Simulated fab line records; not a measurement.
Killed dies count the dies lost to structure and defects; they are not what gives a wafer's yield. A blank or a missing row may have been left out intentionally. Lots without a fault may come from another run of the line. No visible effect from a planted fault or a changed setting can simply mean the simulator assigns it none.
8D (eight disciplines) problem report, filled in by code    flow rit-cmos    the parts of the form that need people (team, actions taken, sign-off) are left out

## 1. WHAT IS WRONG
Mean ACTIVE_NITRIDE_THK at RIT_ACTIVE_THK_MEAS_04: 129.2 nm over 6 wafers in 2 lots; fault-free wafers: 150.0 nm, standard deviation 1.4. Measured from the usual mean, that is -15 standard deviations.
Seen first at day 4 23:09 on film-metro-01, wafer L395.1. Wafers with a number at this step in the record: 39, from 13 lots. Rule for "out", or "out of limits": more than 4 standard deviations from the usual mean. All remaining wafers that have a number are taken as sound.

## 2. WHAT IT IS AND WHAT IT IS NOT
question                     is                            is not
which readings at this step  ACTIVE_NITRIDE_THK            -
which lots                   L395, L396                    L379, L380, L381, L382, L383, L384, L385, L386, L387, L391, L392
which wafers of those lots   all that have a number        -
read on which gauges         film-metro-01, film-metro-04  film-metro-02
when                         from day 4 23:09              up to then (33 sound wafers)

## 3. WHAT RULES OUT EACH SUSPECT
Counting: a tool at any process step up to the reading remains a suspect when it ran all the lots that are out and ran no sound lot after the first of those.
- the gauge at RIT_ACTIVE_THK_MEAS_04: ruled out. 2 gauges (film-metro-01, film-metro-04) read the wafers that are out.
- lpcvd-01 at RIT_ACTIVE_CVD_03 (deposits Si3N4 from SiH2Cl2/NH3, target thk 150 nm, time 1500 s): kept. Every lot that is out went through it, starting with L395 (day 4 21:44), and after that it ran no sound lot; the last sound lot it ran before then is L392 (day 4 05:07).
Remaining after the count: lpcvd-01 at RIT_ACTIVE_CVD_03.

## 4. THE CAUSE (what the simulator had put in)
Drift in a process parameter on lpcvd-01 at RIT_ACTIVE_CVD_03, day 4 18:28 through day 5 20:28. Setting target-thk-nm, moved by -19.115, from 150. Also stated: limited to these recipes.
Only this tool survived the counting.

## 5. THE EFFECT CHAIN, in route order
Each row: a reading where the mean over the struck wafers with a number is more than 3 standard deviations away from the usual. Scope: only readings with a usual standard deviation given in the record; hours: median across lots of the time from each lot's start at the first step in this table that gives one to its start at this step; sigmas: change in usual standard deviations.
hours  step                    reading             usual       on struck wafers  change  sigmas
0      RIT_ACTIVE_THK_MEAS_04  ACTIVE_NITRIDE_THK  150.0 nm    129.2             -20.8   -15
1      RIT_ACTIVE_CD_MEAS_11   cd-nm               1399.8 nm   1418.3            +18.5   +7.7
1      RIT_ACTIVE_ETCH_13      oes-product-au      0.823 a.u.  0.761             -0.062  -3.9
The process steps in it:
- RIT_ACTIVE_ETCH_13: etches Si3N4 in SF6, stops on SiO2, time 210 s, target depth 210 nm.
Later steps that measure or inspect, where all struck wafers having a row at the step show a number for every such reading and not one has moved that far: RIT_PRETRO_OVL_MEAS_06.

## 6. HOW IT WOULD HAVE BEEN CAUGHT EARLIER
In this record the first reading out of limits at a measuring or inspecting step was taken at day 4 23:09, 5 hours after the fault began at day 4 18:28.
Lots out: 2; of these, L396 started RIT_ACTIVE_CVD_03 on lpcvd-01 after day 4 23:09. A hold on the tool at that time would have spared it.
